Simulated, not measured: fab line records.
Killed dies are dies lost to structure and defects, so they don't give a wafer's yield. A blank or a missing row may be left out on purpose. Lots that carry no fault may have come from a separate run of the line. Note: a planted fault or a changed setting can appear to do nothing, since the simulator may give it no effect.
fab line records + flow ritCmos
record
- lots=6
- wafers=18
- lastDay=7
route steps=202 shown PSD@144 SDANNEAL@153 M1@202
lots with no fault: from the same line, run without faults
startH: hours from the record's opening day to when the first of the lot's shown wafers began + waitH: time in hours since the lot's previous step + " unchanged from the row above + L1.1+2: one row covering several wafers at once + - no value present, or no start provided + * or withheld: withheld + < > ~ a bound
route shown NAME@n: names a module that has steps shown in the file, with the first one's number in the route + usual: the fault-free wafers' mean and standard deviation + same: alike in all rows + chamber/n: place in a boat + sites: each site's reading + _std_site: the standard deviation of these + _edge_site: the outer-site mean with the inner-site mean subtracted + radiusMm: for every site, how far away it sits from the centre of the wafer + mask NAME#n: copy n + behind: the tool/chamber that last shaped the wafer + hold: cause of the lot's hold/its duration in hours/its outcome + device: names the non-switching transistor (n, p or np) + end of line: the same wafers' tests at the end of the route + for a step that has no rows: nothing shown but its recipe + killed: not the wafer's yield, but the dies lost to structure and defects at the first sort + map: a wafer's dies, marking killed ones x, the rest . and places with no die _
set.NAME: the setting as run; set.NAME@STEP: as run at that earlier step + model.NAME: the simulator's own value behind a step, which no gauge read
certain route steps with their lots: each step a table, each wafer a row
services: a tool's chamber out of use, with start hour (startH, from the record's first day; less than 0 if before it), hours out, and reason
## steps
# step RIT_PSD_SOFTBAKE_02
# recipe
- resist=NOVOLAK
- tempC=90
- timeS=60
# step RIT_PSD_EXPOSE_03
# recipe
- maskId=M10
- na=0.57
- targetCdNm=40900
- doseMj=250
# step RIT_PSD_PEB_04
# recipe
- resist=NOVOLAK
- tempC=withheld
- timeS=withheld
# step RIT_PSD_DEVELOP_05
# recipe
- resist=NOVOLAK
- developTimeS=50
- devTempC=23
# step RIT_PSD_OVL_MEAS_06
# usual
- PSD_OVL=0.6/1.2
| lot.wafer | tool       | chamber | startH | waitH | PSD_OVL[nm] |
|-----------|------------|---------|--------|-------|-------------|
| L940.1    | overlay-01 | -       | 72.07  | -     | -0.9        |
| L940.4    | "          | -       | "      | "     | 1.2         |
| L940.6    | "          | -       | "      | "     | 0.6         |
| L941.3    | overlay-01 | -       | 75.48  | -     | -0.5        |
| L941.4    | "          | -       | "      | "     | 0.8         |
| L941.6    | "          | -       | "      | "     | -0.1        |
| L952.2    | overlay-02 | -       | 134.80 | -     | 0.0         |
| L952.5    | "          | -       | "      | "     | 1.0         |
| L952.6    | "          | -       | "      | "     | 0.3         |
| L954.1    | overlay-02 | -       | 149.76 | -     | -0.1        |
| L954.2    | "          | -       | "      | "     | 2.9         |
| L954.5    | "          | -       | "      | "     | 2.0         |
| L955.1    | overlay-01 | -       | 150.00 | -     | 1.5         |
| L955.2    | "          | -       | "      | "     | 0.2         |
| L955.6    | "          | -       | "      | "     | 1.7         |
| L956.2    | overlay-02 | -       | 154.65 | -     | 0.8         |
| L956.4    | "          | -       | "      | "     | -0.1        |
| L956.6    | "          | -       | "      | "     | 0.4         |
# step RIT_PSD_HARDBAKE_07
# recipe
- resist=NOVOLAK
- tempC=140
- timeS=60
# step RIT_PSD_IMPLANT_08
# recipe
- species=BF2
- energyKev=27
- doseCm2=5e+15
- tiltDeg=7
# step RIT_PSD_STRIP_09
# recipe
- chemistry=O2
- timeS=180
- resist=NOVOLAK
- platenTempC=withheld
- powerW=500
- pressureMtorr=4000
- o2FlowSccm=4000
# usual
- drypumpMotorCurrentA=5.4/0.34
| lot.wafer | tool           | chamber | startH | waitH | drypumpMotorCurrentA | rfHoursCounterH |
|-----------|----------------|---------|--------|-------|----------------------|-----------------|
| L940.1    | plasmaAsher-04 | 1       | 72.44  | 0.1   | 5.3                  | 42              |
| L940.4    | "              | 0       | "      | "     | 5.9                  | -               |
| L940.6    | "              | 1       | "      | "     | 5.3                  | -               |
| L941.3    | plasmaAsher-04 | 0       | 75.86  | 0.1   | 5.9                  | -               |
| L941.4    | "              | 1       | "      | "     | 5.3                  | -               |
| L941.6    | "              | 1       | "      | "     | 5.3                  | -               |
| L952.2    | plasmaAsher-02 | 1       | 135.23 | 0.1   | 5.3                  | 53              |
| L952.5    | "              | 1       | "      | "     | 5.3                  | -               |
| L952.6    | "              | 0       | "      | "     | 5.3                  | -               |
| L954.1    | plasmaAsher-04 | 1       | 150.10 | 0.1   | 5.3                  | 3               |
| L954.2    | "              | 0       | "      | "     | 5.9                  | 3               |
| L954.5    | "              | 1       | "      | "     | 5.3                  | -               |
| L955.1    | plasmaAsher-02 | 0       | 150.34 | 0.1   | 5.3                  | 55              |
| L955.2    | "              | 1       | "      | "     | 5.3                  | 55              |
| L955.6    | "              | 1       | "      | "     | 5.4                  | -               |
| L956.2    | plasmaAsher-04 | 0       | 155.09 | 0.1   | 5.9                  | 4               |
| L956.4    | "              | 1       | "      | "     | 5.3                  | -               |
| L956.6    | "              | 0       | "      | "     | 5.9                  | -               |
# step RIT_PSD_TW_MEAS_10
# usual
- PSD_TW=3443/21
| lot.wafer | tool         | chamber | startH | waitH | PSD_TW |
|-----------|--------------|---------|--------|-------|--------|
| L940.1    | filmMetro-02 | -       | 72.61  | 0.1   | 3475   |
| L940.4    | "            | -       | "      | "     | 3457   |
| L940.6    | "            | -       | "      | "     | 3458   |
| L941.3    | filmMetro-02 | -       | 76.00  | 0.1   | 3471   |
| L941.4    | "            | -       | "      | "     | 3452   |
| L941.6    | "            | -       | "      | "     | 3477   |
| L952.2    | filmMetro-04 | -       | 135.41 | 0.1   | 3409   |
| L952.5    | "            | -       | "      | "     | 3434   |
| L952.6    | "            | -       | "      | "     | 3437   |
| L954.1    | filmMetro-04 | -       | 150.27 | 0.1   | 3427   |
| L954.2    | "            | -       | "      | "     | 3405   |
| L954.5    | "            | -       | "      | "     | 3415   |
| L955.1    | filmMetro-03 | -       | 150.51 | 0.1   | 3490   |
| L955.2    | "            | -       | "      | "     | 3472   |
| L955.6    | "            | -       | "      | "     | 3474   |
| L956.2    | filmMetro-04 | -       | 155.28 | 0.1   | 3416   |
| L956.4    | "            | -       | "      | "     | 3436   |
| L956.6    | "            | -       | "      | "     | 3415   |
# step RIT_SDANNEAL_CLEAN_00
# recipe
- chemistry=SC1
- mix=3:3:50
- timeS=600
- tempC=75
# step RIT_SDANNEAL_CLEAN_01
# recipe
- chemistry=dHF
- dilution=50:1
- timeS=30
# step RIT_SDANNEAL_CLEAN_02
# recipe
- chemistry=SC2
- mix=3:3:50
- timeS=600
- tempC=75
- dry=n2Spin
# step RIT_SDANNEAL_RTA_03
# recipe
- tempC=1050
- timeS=5
- idleTempC=600
- rampUpCPerS=342
- rampDownCPerS=171
- coolToC=600
- ambient=N2
# usual
- rampDownCPerS=171.00/0.03
- wafer_temp_C_max=1053.4/1.2
| lot.wafer | tool         | chamber | startH | waitH | rampDownCPerS | wafer_temp_C_max |
|-----------|--------------|---------|--------|-------|---------------|------------------|
| L940.1    | rtpAnneal-01 | 0       | 73.04  | 0.0   | 171.03        | 1051.2           |
| L940.4    | "            | 0       | "      | "     | 171.00        | 1052.6           |
| L940.6    | "            | 0       | "      | "     | 170.98        | 1053.2           |
| L941.3    | rtpAnneal-02 | 0       | 76.46  | 0.0   | 170.99        | 1052.5           |
| L941.4    | "            | 0       | "      | "     | 170.99        | 1053.8           |
| L941.6    | "            | 0       | "      | "     | 171.01        | 1053.8           |
| L952.2    | rtpAnneal-01 | 0       | 135.84 | 0.0   | 34.208        | 1052.0           |
| L952.5    | "            | 0       | "      | "     | 34.181        | 1054.8           |
| L952.6    | "            | 0       | "      | "     | 34.186        | 1051.3           |
| L954.1    | rtpAnneal-01 | 0       | 150.70 | 0.0   | 34.175        | 1053.1           |
| L954.2    | "            | 0       | "      | "     | 34.198        | 1053.9           |
| L954.5    | "            | 0       | "      | "     | 34.209        | 1054.9           |
| L955.1    | rtpAnneal-02 | 0       | 151.13 | 0.0   | 171.01        | 1053.5           |
| L955.2    | "            | 0       | "      | "     | 170.94        | 1055.9           |
| L955.6    | "            | 0       | "      | "     | 170.99        | 1055.8           |
| L956.2    | rtpAnneal-02 | 0       | 155.90 | 0.0   | 170.95        | 1053.7           |
| L956.4    | "            | 0       | "      | "     | 170.97        | 1052.8           |
| L956.6    | "            | 0       | "      | "     | 171.09        | 1054.3           |
# step RIT_SDANNEAL_RS_MEAS_04
# recipe
- thkMeasGauge=four-point-probe
# usual
- PSD_RS=116.06/0.29
| lot.wafer | tool         | chamber | startH | waitH | PSD_RS[ohm/sq] |
|-----------|--------------|---------|--------|-------|----------------|
| L940.1    | filmMetro-02 | -       | 73.10  | 0.0   | 116.35         |
| L940.4    | "            | -       | "      | "     | 116.47         |
| L940.6    | "            | -       | "      | "     | 116.54         |
| L941.3    | filmMetro-03 | -       | 76.54  | 0.1   | 115.71         |
| L941.4    | "            | -       | "      | "     | 116.17         |
| L941.6    | "            | -       | "      | "     | 116.02         |
| L952.2    | filmMetro-04 | -       | 135.91 | 0.1   | 116.22         |
| L952.5    | "            | -       | "      | "     | 115.84         |
| L952.6    | "            | -       | "      | "     | 115.76         |
| L954.1    | filmMetro-04 | -       | 150.76 | 0.0   | 116.59         |
| L954.2    | "            | -       | "      | "     | 116.16         |
| L954.5    | "            | -       | "      | "     | 116.01         |
| L955.1    | filmMetro-02 | -       | 151.19 | 0.0   | 116.41         |
| L955.2    | "            | -       | "      | "     | 116.33         |
| L955.6    | "            | -       | "      | "     | 116.46         |
| L956.2    | filmMetro-02 | -       | 155.96 | 0.1   | 116.47         |
| L956.4    | "            | -       | "      | "     | 116.64         |
| L956.6    | "            | -       | "      | "     | 116.22         |
# step RIT_M1_PROBE_99
# usual
- killedAtContacts=0.1/0.25
- killedAtFrontEnd=7/3.2
- killedDies=7/3.2
- killedOpen=3.5/2.2
- killedShort=3.6/2.1
# same
- grossDies=264
- killed_at_M0_to_M3=0
- killed_at_M4_up=0
- killedAtBackSide=0
- killedAtOther=0
| lot.wafer | tool      | chamber | startH | waitH | killedAtContacts | killedAtFrontEnd | killedDies | killedOpen | killedShort |
|-----------|-----------|---------|--------|-------|------------------|------------------|------------|------------|-------------|
| L940.1    | prober-01 | -       | 80.46  | 0.1   | 0                | 13               | 13         | 10         | 3           |
| L940.4    | prober-01 | -       | 80.61  | 0.2   | 0                | 6                | 6          | 2          | 4           |
| L940.6    | prober-01 | -       | 80.71  | 0.2   | 1                | 8                | 9          | 5          | 4           |
| L941.3    | prober-02 | -       | 84.08  | 0.2   | 0                | 6                | 6          | 3          | 3           |
| L941.4    | prober-02 | -       | 84.13  | 0.2   | 0                | 11               | 11         | 7          | 4           |
| L941.6    | prober-02 | -       | 84.23  | 0.2   | 0                | 6                | 6          | 4          | 2           |
| L952.2    | prober-01 | -       | 143.55 | 0.1   | 1                | 12               | 13         | 7          | 6           |
| L952.5    | prober-01 | -       | 143.70 | 0.2   | 0                | 3                | 3          | 3          | 0           |
| L952.6    | prober-01 | -       | 143.75 | 0.2   | 0                | 3                | 3          | 3          | 0           |
| L954.1    | prober-01 | -       | 158.41 | 0.1   | 0                | 4                | 4          | 0          | 4           |
| L954.2    | prober-01 | -       | 158.46 | 0.1   | 0                | 2                | 2          | 2          | 0           |
| L954.5    | prober-01 | -       | 158.61 | 0.2   | 0                | 7                | 7          | 5          | 2           |
| L955.1    | prober-02 | -       | 159.91 | 0.1   | 0                | 6                | 6          | 3          | 3           |
| L955.2    | prober-02 | -       | 159.96 | 0.1   | 0                | 9                | 9          | 5          | 4           |
| L955.6    | prober-02 | -       | 160.16 | 0.2   | 0                | 7                | 7          | 1          | 6           |
| L956.2    | prober-02 | -       | 164.82 | 0.1   | 0                | 6                | 6          | 2          | 4           |
| L956.4    | prober-02 | -       | 164.92 | 0.2   | 0                | 4                | 4          | 3          | 1           |
| L956.6    | prober-02 | -       | 165.02 | 0.2   | 0                | 5                | 5          | 2          | 3           |
# killed by level:class
L940.1 FOX1:geometricParticle:open=3 FOX1:geometricParticle:short=2 GATE:geometricParticle:open=2 ACTIVE:geometricParticle:open=1 FOX2:geometricParticle:open=1 GATE:geometricParticle:short=1 REOX:geometricParticle:open=1 SPACER:geometricParticle:open=1
L940.4 GATE:geometricParticle:short=3 FOX1:geometricParticle:open=2 ACTIVE:geometricParticle:short=1
L940.6 GATE:geometricParticle:open=5 GATE:geometricParticle:short=2 ACTIVE:geometricParticle:short=1 CONTACT:geometricParticle:short=1
L941.3 GATE:geometricParticle:open=2 GATE:geometricParticle:short=2 SPACER:geometricParticle:open=1 SPACER:geometricParticle:short=1
L941.4 GATE:geometricParticle:open=3 GATE:geometricParticle:short=2 SPACER:geometricParticle:open=2 FOX1:geometricParticle:open=1 FOX1:geometricParticle:short=1 REOX:geometricParticle:open=1 SILICIDE:geometricParticle:short=1
L941.6 GATE:geometricParticle:open=2 FOX1:geometricParticle:open=1 FOX1:geometricParticle:short=1 GATE:geometricParticle:short=1 SPACER:geometricParticle:open=1
L952.2 GATE:geometricParticle:open=4 GATE:geometricParticle:short=3 FOX1:geometricParticle:short=2 FOX2:geometricParticle:open=1 FOX2:geometricParticle:short=1 SPACER:geometricParticle:open=1 CONTACT:geometricParticle:open=1
L952.5 FOX1:geometricParticle:open=1 SPACER:geometricParticle:open=1 SILICIDE:geometricParticle:open=1
L952.6 FOX2:geometricParticle:open=1 GATE:geometricParticle:open=1 SILICIDE:geometricParticle:open=1
L954.1 FOX1:geometricParticle:short=2 GATE:geometricParticle:short=2
L954.2 SPACER:geometricParticle:open=2
L954.5 SPACER:geometricParticle:open=2 SPACER:geometricParticle:short=2 SILICIDE:geometricParticle:open=2 GATE:geometricParticle:open=1
L955.1 GATE:geometricParticle:open=2 FOX1:geometricParticle:short=1 FOX1:geometricParticle:open=1 GATE:geometricParticle:short=1 REOX:geometricParticle:short=1
L955.2 GATE:geometricParticle:short=3 GATE:geometricParticle:open=2 REOX:geometricParticle:open=2 FOX1:geometricParticle:short=1 SPACER:geometricParticle:open=1
L955.6 FOX1:geometricParticle:short=3 GATE:geometricParticle:short=2 FOX1:geometricParticle:open=1 SPACER:geometricParticle:short=1
L956.2 FOX1:geometricParticle:short=2 FOX2:geometricParticle:short=1 GATE:geometricParticle:open=1 REOX:geometricParticle:open=1 SILICIDE:geometricParticle:short=1
L956.4 REOX:geometricParticle:open=3 REOX:geometricParticle:short=1
L956.6 FOX1:geometricParticle:open=1 FOX1:geometricParticle:short=1 FOX2:geometricParticle:short=1 SPACER:geometricParticle:open=1 SILICIDE:geometricParticle:short=1
## services
| tool           | chamber | startH | hours | kind      |
|----------------|---------|--------|-------|-----------|
| plasmaAsher-04 | -       | 51.11  | 3.1   | repair    |
| plasmaAsher-04 | -       | 77.09  | 1.1   | repair    |
| rtpAnneal-02   | -       | 80.50  | 6.7   | pm        |
| plasmaAsher-04 | -       | 108.75 | 9.0   | pm        |
| plasmaAsher-04 | 0       | 108.75 | 9.0   | ventCycle |
| plasmaAsher-04 | 1       | 108.75 | 9.0   | ventCycle |
| plasmaAsher-04 | 0       | 117.75 | -     | clean     |
| plasmaAsher-04 | 1       | 117.75 | -     | clean     |
| plasmaAsher-04 | -       | 131.12 | 4.3   | pm        |
## key
firstSign
- step=RIT_SDANNEAL_RTA_03
- reading=rampDownCPerS
- direction=down
- sigmas=99+
- usual=171.00
- struck=34.193
effect none on later readings
metAt RIT_SDANNEAL_RTA_03
struckWafers L952.2,L952.5,L952.6,L954.1,L954.2,L954.5
testerLeftOut L952,L954
onsetBetween 73.04 135.84
fault
- kind=processParameterDrift
- tool=rtpAnneal-01
- chamber=-
- onsetH=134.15
- steps=RIT_SDANNEAL_RTA_03
- channel=rampDownCPerS
- offset=-136.8
- shape=step
- endH=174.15
- stated=171
# testerLeftOut: of these lots the tester's yield and bins aren't shown, on N5 and GAA mostly nor the transistor test; their killed dies are dies lost to structure and defects alone, not to doping, threshold or leakage, so they don't give the yield
